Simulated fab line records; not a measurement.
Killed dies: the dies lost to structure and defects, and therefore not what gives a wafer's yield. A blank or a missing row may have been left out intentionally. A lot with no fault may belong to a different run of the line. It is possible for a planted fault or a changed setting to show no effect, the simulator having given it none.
The tool behind it: which one? + flow berkeley_cmos170 + at 1 step of a route of 331, 7 lots with 21 wafers sampled

## WHAT EACH GAUGE READ, for each wafer
UCB170_NWELL_TW_MEAS_16.
| lot  | measured    | on            | NWELL_TW       |
|------|-------------|---------------|----------------|
| L532 | day 2 17:41 | film_metro-03 | 1237 1238 1243 |
| L535 | day 3 14:06 | film_metro-01 | 1244 1245 1243 |
| L536 | day 3 18:41 | film_metro-03 | 1249 1242 1249 |
| L541 | day 4 11:47 | film_metro-04 | 1231 1228 1237 |
| L544 | day 5 04:46 | film_metro-03 | 1238 1238 1233 |
| L548 | day 6 06:23 | film_metro-04 | 1247 1248 1243 |
| L554 | day 7 13:17 | film_metro-04 | 1242 1240 1240 |

## EACH LOT AND THE TOOL THAT RAN IT (in order: tool; ch and the chambers of the sampled wafers; start)
Before these readings, the record contains no process step.

## THE ANSWER, worked out from the rows above alone
Rule: what is usual is taken from the lots themselves. Put in order of their means at a reading, lots are off if they are a third of the lots or fewer, leave a main group of 4 or more, and stand apart from it by a gap of 3 or more times the standard deviation of the main group's means; of several such gaps the widest counts. A main group is skipped when, at the precision printed for the reading in the tables above, its means are all equal. A lot without any number at a reading at which 4 lots or more have one is off too. Where the step has rows for the other lots, those lots are counted as sound.
No lot is off at any reading shown: from this, nothing can be told.

## WHAT WAS PUT IN BY THE SIMULATOR
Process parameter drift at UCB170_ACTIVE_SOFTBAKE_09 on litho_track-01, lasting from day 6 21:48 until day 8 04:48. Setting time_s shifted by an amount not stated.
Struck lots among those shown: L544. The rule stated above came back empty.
